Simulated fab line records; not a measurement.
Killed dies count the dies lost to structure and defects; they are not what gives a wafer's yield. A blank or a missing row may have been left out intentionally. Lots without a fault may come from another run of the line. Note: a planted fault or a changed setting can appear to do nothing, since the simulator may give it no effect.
Which tool did it? || flow rit-cmos || 14 lots with 41 wafers sampled at 5 steps, on a route of 202 steps

## WHAT EACH GAUGE READ, for each wafer
RIT_CONTACT_THK_MEAS_01. Usual: CONTACT_TEOS_THK gives 399 nm (standard deviation 5.3).
{"lot": "L556", "measured": "day 3 06:28", "on": "film-metro-01", "CONTACT_TEOS_THK (nm)": "398 400 398", "flag": ""}
{"lot": "L557", "measured": "day 3 08:22", "on": "film-metro-01", "CONTACT_TEOS_THK (nm)": "396 398 401", "flag": ""}
{"lot": "L559", "measured": "day 3 19:15", "on": "film-metro-03", "CONTACT_TEOS_THK (nm)": "395 400 406", "flag": ""}
{"lot": "L560", "measured": "day 3 23:14", "on": "film-metro-03", "CONTACT_TEOS_THK (nm)": "399 395 408", "flag": ""}
{"lot": "L562", "measured": "day 4 10:19", "on": "film-metro-04", "CONTACT_TEOS_THK (nm)": "403 398 403", "flag": ""}
{"lot": "L563", "measured": "day 4 14:26", "on": "film-metro-03", "CONTACT_TEOS_THK (nm)": "395 396 403", "flag": ""}
{"lot": "L566", "measured": "day 5 04:04", "on": "film-metro-04", "CONTACT_TEOS_THK (nm)": "405 400", "flag": ""}
{"lot": "L569", "measured": "day 5 20:50", "on": "film-metro-01", "CONTACT_TEOS_THK (nm)": "398 398 402", "flag": ""}
{"lot": "L570", "measured": "day 6 02:52", "on": "film-metro-03", "CONTACT_TEOS_THK (nm)": "393 401 402", "flag": ""}
{"lot": "L571", "measured": "day 6 06:08", "on": "film-metro-04", "CONTACT_TEOS_THK (nm)": "394 390 398", "flag": ""}
{"lot": "L573", "measured": "day 6 14:30", "on": "film-metro-03", "CONTACT_TEOS_THK (nm)": "394 402 406", "flag": ""}
{"lot": "L575", "measured": "day 7 03:41", "on": "film-metro-04", "CONTACT_TEOS_THK (nm)": "399 396 407", "flag": ""}
{"lot": "L577", "measured": "day 7 11:52", "on": "film-metro-03", "CONTACT_TEOS_THK (nm)": "394 410 400", "flag": ""}
{"lot": "L578", "measured": "day 7 17:38", "on": "film-metro-03", "CONTACT_TEOS_THK (nm)": "397 402 398", "flag": ""}

RIT_CONTACT_CD_MEAS_90 targets a cd of 1000 nm. Usual: cd-nm at 1000.2 nm, with a standard deviation of 2.3.
{"lot": "L556", "measured": "day 3 08:10", "on": "cd-sem-02", "cd-nm (nm)": "1002.9 1001.8 1002.3", "flag": ""}
{"lot": "L557", "measured": "day 3 10:23", "on": "cd-sem-02", "cd-nm (nm)": "1001.6 1001.6 1000.1", "flag": ""}
{"lot": "L559", "measured": "day 3 20:57", "on": "cd-sem-01", "cd-nm (nm)": "1002.2 1001.1 1001.8", "flag": ""}
{"lot": "L560", "measured": "day 4 00:56", "on": "cd-sem-02", "cd-nm (nm)": "1002.4 1002.8 1004.0", "flag": ""}
{"lot": "L562", "measured": "day 4 12:01", "on": "cd-sem-01", "cd-nm (nm)": "999.6 999.1 999.3", "flag": ""}
{"lot": "L563", "measured": "day 4 16:13", "on": "cd-sem-01", "cd-nm (nm)": "998.4 998.0 1000.9", "flag": ""}
{"lot": "L566", "measured": "day 5 05:59", "on": "cd-sem-01", "cd-nm (nm)": "1001.8 1000.5", "flag": ""}
{"lot": "L569", "measured": "day 5 22:40", "on": "cd-sem-01", "cd-nm (nm)": "994.5 995.0 996.5", "flag": ""}
{"lot": "L570", "measured": "day 6 04:42", "on": "cd-sem-02", "cd-nm (nm)": "1002.6 1003.0 1000.8", "flag": ""}
{"lot": "L571", "measured": "day 6 08:03", "on": "cd-sem-01", "cd-nm (nm)": "997.2 996.9 995.6", "flag": ""}
{"lot": "L573", "measured": "day 6 16:13", "on": "cd-sem-01", "cd-nm (nm)": "999.2 1000.8 998.0", "flag": ""}
{"lot": "L575", "measured": "day 7 05:31", "on": "cd-sem-01", "cd-nm (nm)": "995.8 999.1 996.8", "flag": ""}
{"lot": "L577", "measured": "day 7 13:34", "on": "cd-sem-01", "cd-nm (nm)": "1000.0 1000.0 998.4", "flag": ""}
{"lot": "L578", "measured": "day 7 19:21", "on": "cd-sem-01", "cd-nm (nm)": "1000.2 1002.4 1000.5", "flag": ""}

RIT_M1_CD_MEAS_90 targets a cd of 2600 nm. Usual: cd-nm at 2598.8 nm, with a standard deviation of 3.
{"lot": "L556", "measured": "day 3 11:13", "on": "cd-sem-01", "cd-nm (nm)": "2593.4 2593.1 2593.8", "flag": ""}
{"lot": "L557", "measured": "day 3 13:08", "on": "cd-sem-01", "cd-nm (nm)": "2599.1 2599.6 2601.3", "flag": ""}
{"lot": "L559", "measured": "day 3 23:41", "on": "cd-sem-01", "cd-nm (nm)": "2602.7 2601.4 2601.4", "flag": ""}
{"lot": "L560", "measured": "day 4 03:49", "on": "cd-sem-01", "cd-nm (nm)": "2598.2 2598.8 2601.2", "flag": ""}
{"lot": "L562", "measured": "day 4 15:05", "on": "cd-sem-01", "cd-nm (nm)": "2599.7 2598.8 2599.3", "flag": ""}
{"lot": "L563", "measured": "day 4 19:10", "on": "cd-sem-01", "cd-nm (nm)": "2601.7 2597.7 2602.8", "flag": ""}
{"lot": "L566", "measured": "day 5 09:02", "on": "cd-sem-01", "cd-nm (nm)": "2558.8 2559.0", "flag": "OFF"}
{"lot": "L569", "measured": "day 6 01:32", "on": "cd-sem-01", "cd-nm (nm)": "2555.5 2557.7 2556.8", "flag": "OFF"}
{"lot": "L570", "measured": "day 6 07:38", "on": "cd-sem-02", "cd-nm (nm)": "2600.8 2595.6 2599.0", "flag": ""}
{"lot": "L571", "measured": "day 6 11:05", "on": "cd-sem-01", "cd-nm (nm)": "2599.5 2598.1 2597.6", "flag": ""}
{"lot": "L573", "measured": "day 6 19:07", "on": "cd-sem-01", "cd-nm (nm)": "2598.4 2597.2 2598.9", "flag": ""}
{"lot": "L575", "measured": "day 7 08:22", "on": "cd-sem-01", "cd-nm (nm)": "2598.4 2601.3 2598.7", "flag": ""}
{"lot": "L577", "measured": "day 7 16:23", "on": "cd-sem-01", "cd-nm (nm)": "2600.4 2598.9 2599.0", "flag": ""}
{"lot": "L578", "measured": "day 7 22:09", "on": "cd-sem-01", "cd-nm (nm)": "2598.6 2598.5 2597.6", "flag": ""}

## WHAT TOOL EACH LOT RAN ON (gives the tool, then ch and the chambers of the sampled wafers, and finally the start)
{"lot": "L556", "RIT_SILICIDE_RTA_04": "rtp-anneal-02 ch 0, day 3 06:05", "RIT_M1_METAL_ETCH_12": "rie-metal-02 ch 0,1, day 3 10:42"}
{"lot": "L557", "RIT_SILICIDE_RTA_04": "rtp-anneal-01 ch 0, day 3 08:09", "RIT_M1_METAL_ETCH_12": "rie-metal-01 ch 0,1, day 3 12:37"}
{"lot": "L559", "RIT_SILICIDE_RTA_04": "rtp-anneal-01 ch 0, day 3 19:01", "RIT_M1_METAL_ETCH_12": "rie-metal-02 ch 0,1, day 3 23:11"}
{"lot": "L560", "RIT_SILICIDE_RTA_04": "rtp-anneal-02 ch 0, day 3 22:56", "RIT_M1_METAL_ETCH_12": "rie-metal-01 ch 0,1, day 4 03:17"}
{"lot": "L562", "RIT_SILICIDE_RTA_04": "rtp-anneal-02 ch 0, day 4 09:59", "RIT_M1_METAL_ETCH_12": "rie-metal-02 ch 0,1, day 4 14:33"}
{"lot": "L563", "RIT_SILICIDE_RTA_04": "rtp-anneal-01 ch 0, day 4 14:07", "RIT_M1_METAL_ETCH_12": "rie-metal-01 ch 0,1, day 4 18:37"}
{"lot": "L566", "RIT_SILICIDE_RTA_04": "rtp-anneal-02 ch 0, day 5 03:51", "RIT_M1_METAL_ETCH_12": "rie-metal-01 ch 1, day 5 08:31"}
{"lot": "L569", "RIT_SILICIDE_RTA_04": "rtp-anneal-01 ch 0, day 5 20:37", "RIT_M1_METAL_ETCH_12": "rie-metal-01 ch 0,1, day 6 01:01"}
{"lot": "L570", "RIT_SILICIDE_RTA_04": "rtp-anneal-02 ch 0, day 6 02:38", "RIT_M1_METAL_ETCH_12": "rie-metal-02 ch 0,1, day 6 07:07"}
{"lot": "L571", "RIT_SILICIDE_RTA_04": "rtp-anneal-01 ch 0, day 6 05:55", "RIT_M1_METAL_ETCH_12": "rie-metal-04 ch 1, day 6 10:25"}
{"lot": "L573", "RIT_SILICIDE_RTA_04": "rtp-anneal-01 ch 0, day 6 14:17", "RIT_M1_METAL_ETCH_12": "rie-metal-04 ch 0,1, day 6 18:38"}
{"lot": "L575", "RIT_SILICIDE_RTA_04": "rtp-anneal-01 ch 0, day 7 03:28", "RIT_M1_METAL_ETCH_12": "rie-metal-04 ch 1, day 7 07:51"}
{"lot": "L577", "RIT_SILICIDE_RTA_04": "rtp-anneal-01 ch 0, day 7 11:38", "RIT_M1_METAL_ETCH_12": "rie-metal-02 ch 0,1, day 7 15:48"}
{"lot": "L578", "RIT_SILICIDE_RTA_04": "rtp-anneal-02 ch 0, day 7 17:20", "RIT_M1_METAL_ETCH_12": "rie-metal-04 ch 0,1, day 7 21:37"}
- RIT_SILICIDE_RTA_04: time 10 s, ramp up 5 s, ramp down 5 s.
- RIT_M1_METAL_ETCH_12: etches Al in Cl2/BCl3, stops on SiO2, time 165 s, target depth 600 nm.

## AS READ BY THE TOOLS THEMSELVES (means over the sampled wafers that have a number; for cases with no such wafer, the mark the record gives instead)
RIT_SILICIDE_RTA_04. Usual: wafer_temp_C_max at 652.5, with a standard deviation of 0.58.
{"lot": "L556", "tool": "rtp-anneal-02", "wafer_temp_C_max": 652.5, "flag": ""}
{"lot": "L557", "tool": "rtp-anneal-01", "wafer_temp_C_max": 651.9, "flag": ""}
{"lot": "L559", "tool": "rtp-anneal-01", "wafer_temp_C_max": 652.2, "flag": ""}
{"lot": "L560", "tool": "rtp-anneal-02", "wafer_temp_C_max": 652.9, "flag": ""}
{"lot": "L562", "tool": "rtp-anneal-02", "wafer_temp_C_max": 653.2, "flag": ""}
{"lot": "L563", "tool": "rtp-anneal-01", "wafer_temp_C_max": 652.0, "flag": ""}
{"lot": "L566", "tool": "rtp-anneal-02", "wafer_temp_C_max": 653.3, "flag": ""}
{"lot": "L569", "tool": "rtp-anneal-01", "wafer_temp_C_max": 651.8, "flag": ""}
{"lot": "L570", "tool": "rtp-anneal-02", "wafer_temp_C_max": 653.4, "flag": ""}
{"lot": "L571", "tool": "rtp-anneal-01", "wafer_temp_C_max": 651.9, "flag": ""}
{"lot": "L573", "tool": "rtp-anneal-01", "wafer_temp_C_max": 652.9, "flag": ""}
{"lot": "L575", "tool": "rtp-anneal-01", "wafer_temp_C_max": 652.4, "flag": ""}
{"lot": "L577", "tool": "rtp-anneal-01", "wafer_temp_C_max": 652.2, "flag": ""}
{"lot": "L578", "tool": "rtp-anneal-02", "wafer_temp_C_max": 652.7, "flag": ""}

RIT_M1_METAL_ETCH_12. Usual: drypump-motor-current-A 5.7 A, standard deviation 0.45; he-backside-leak-sccm 3.31 sccm, standard deviation 0.24; mfc-cl2-sccm 60.01 sccm, standard deviation 0.18; oes-product-au 0.772 a.u., standard deviation 0.0088; rf-fwd-power-W 249.0 W, standard deviation 0.87; throttle-valve-pct 8.34 %, standard deviation 0.11.
{"lot": "L556", "tool": "rie-metal-02", "drypump-motor-current-A (A)": 5.6, "he-backside-leak-sccm (sccm)": 3.45, "mfc-cl2-sccm (sccm)": 59.93, "oes-product-au (a.u.)": 0.782, "rf-fwd-power-W (W)": 248.7, "throttle-valve-pct (%)": 8.30, "flag": ""}
{"lot": "L557", "tool": "rie-metal-01", "drypump-motor-current-A (A)": 6.2, "he-backside-leak-sccm (sccm)": 3.52, "mfc-cl2-sccm (sccm)": 59.98, "oes-product-au (a.u.)": 0.768, "rf-fwd-power-W (W)": 250.0, "throttle-valve-pct (%)": 8.26, "flag": ""}
{"lot": "L559", "tool": "rie-metal-02", "drypump-motor-current-A (A)": 5.8, "he-backside-leak-sccm (sccm)": 3.30, "mfc-cl2-sccm (sccm)": 59.89, "oes-product-au (a.u.)": 0.774, "rf-fwd-power-W (W)": 249.0, "throttle-valve-pct (%)": 8.34, "flag": ""}
{"lot": "L560", "tool": "rie-metal-01", "drypump-motor-current-A (A)": 6.0, "he-backside-leak-sccm (sccm)": 3.15, "mfc-cl2-sccm (sccm)": 60.12, "oes-product-au (a.u.)": 0.772, "rf-fwd-power-W (W)": 249.0, "throttle-valve-pct (%)": 8.32, "flag": ""}
{"lot": "L562", "tool": "rie-metal-02", "drypump-motor-current-A (A)": 5.8, "he-backside-leak-sccm (sccm)": 3.40, "mfc-cl2-sccm (sccm)": 59.82, "oes-product-au (a.u.)": 0.769, "rf-fwd-power-W (W)": 248.6, "throttle-valve-pct (%)": 8.33, "flag": ""}
{"lot": "L563", "tool": "rie-metal-01", "drypump-motor-current-A (A)": 6.3, "he-backside-leak-sccm (sccm)": 3.39, "mfc-cl2-sccm (sccm)": 59.98, "oes-product-au (a.u.)": 0.770, "rf-fwd-power-W (W)": 249.6, "throttle-valve-pct (%)": 8.26, "flag": ""}
{"lot": "L566", "tool": "rie-metal-01", "drypump-motor-current-A (A)": 5.8, "he-backside-leak-sccm (sccm)": 3.08, "mfc-cl2-sccm (sccm)": 59.89, "oes-product-au (a.u.)": 0.786, "rf-fwd-power-W (W)": 424.4, "throttle-valve-pct (%)": 8.38, "flag": "OFF"}
{"lot": "L569", "tool": "rie-metal-01", "drypump-motor-current-A (A)": 6.3, "he-backside-leak-sccm (sccm)": 3.32, "mfc-cl2-sccm (sccm)": 60.22, "oes-product-au (a.u.)": 0.767, "rf-fwd-power-W (W)": 424.1, "throttle-valve-pct (%)": 8.26, "flag": "OFF"}
{"lot": "L570", "tool": "rie-metal-02", "drypump-motor-current-A (A)": 5.6, "he-backside-leak-sccm (sccm)": 3.61, "mfc-cl2-sccm (sccm)": 59.96, "oes-product-au (a.u.)": 0.783, "rf-fwd-power-W (W)": 248.0, "throttle-valve-pct (%)": 8.30, "flag": ""}
{"lot": "L571", "tool": "rie-metal-04", "drypump-motor-current-A (A)": 5.5, "he-backside-leak-sccm (sccm)": 3.31, "mfc-cl2-sccm (sccm)": 60.09, "oes-product-au (a.u.)": 0.768, "rf-fwd-power-W (W)": 248.9, "throttle-valve-pct (%)": 8.30, "flag": ""}
{"lot": "L573", "tool": "rie-metal-04", "drypump-motor-current-A (A)": 5.3, "he-backside-leak-sccm (sccm)": 3.17, "mfc-cl2-sccm (sccm)": 60.11, "oes-product-au (a.u.)": 0.766, "rf-fwd-power-W (W)": 247.6, "throttle-valve-pct (%)": 8.38, "flag": ""}
{"lot": "L575", "tool": "rie-metal-04", "drypump-motor-current-A (A)": 5.5, "he-backside-leak-sccm (sccm)": 3.05, "mfc-cl2-sccm (sccm)": 60.21, "oes-product-au (a.u.)": 0.769, "rf-fwd-power-W (W)": 249.9, "throttle-valve-pct (%)": 8.30, "flag": ""}
{"lot": "L577", "tool": "rie-metal-02", "drypump-motor-current-A (A)": 5.8, "he-backside-leak-sccm (sccm)": 3.39, "mfc-cl2-sccm (sccm)": 60.11, "oes-product-au (a.u.)": 0.772, "rf-fwd-power-W (W)": 248.1, "throttle-valve-pct (%)": 8.34, "flag": ""}
{"lot": "L578", "tool": "rie-metal-04", "drypump-motor-current-A (A)": 5.3, "he-backside-leak-sccm (sccm)": 3.28, "mfc-cl2-sccm (sccm)": 60.10, "oes-product-au (a.u.)": 0.771, "rf-fwd-power-W (W)": 248.9, "throttle-valve-pct (%)": 8.38, "flag": ""}

## THE ANSWER, worked out from the rows above alone
Rule: a lot is off if the mean of its wafers that have a number lies more than 3 standard deviations from the usual mean. Also off: a lot with no number at a reading for which 4 or more lots have one. All remaining lots with rows at the step are treated as sound. After the gauges, taken in route order, come the tools' own readings; for these a lot's mean is taken, as printed above. The first step at which some lot is off is used, and at that step the reading that is off furthest; a lot without a number counts as furthest.
Off: L566, L569 (RIT_M1_CD_MEAS_90, cd-nm).
A tool fits if, at a process step before that reading, it ran every lot that is off, and no sound lot after the first of them. The gauges at RIT_M1_CD_MEAS_90 aren't tried: what is off there is off at RIT_M1_METAL_ETCH_12 too, on other tools, and a gauge's error can't cause that. One fits: RIT_M1_METAL_ETCH_12 on rie-metal-01. A fault onset in the window from L563 (day 4 18:37, its last sound lot) to L566 (day 5 08:31, its first lot off) fits.
On the lots that are off, the tool's own readings at RIT_M1_METAL_ETCH_12 differ by more than 5 times the standard deviation of the sound lots' means, which bears it out; rf-fwd-power-W reads 424.2 W there versus 248.9 W on the sound lots.

## WHAT THE SIMULATOR HAD INSERTED
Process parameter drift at RIT_M1_METAL_ETCH_12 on rie-metal-01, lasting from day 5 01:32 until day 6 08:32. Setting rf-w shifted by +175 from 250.
Lots struck among those shown: L566, L569. Same finding as the rule above.
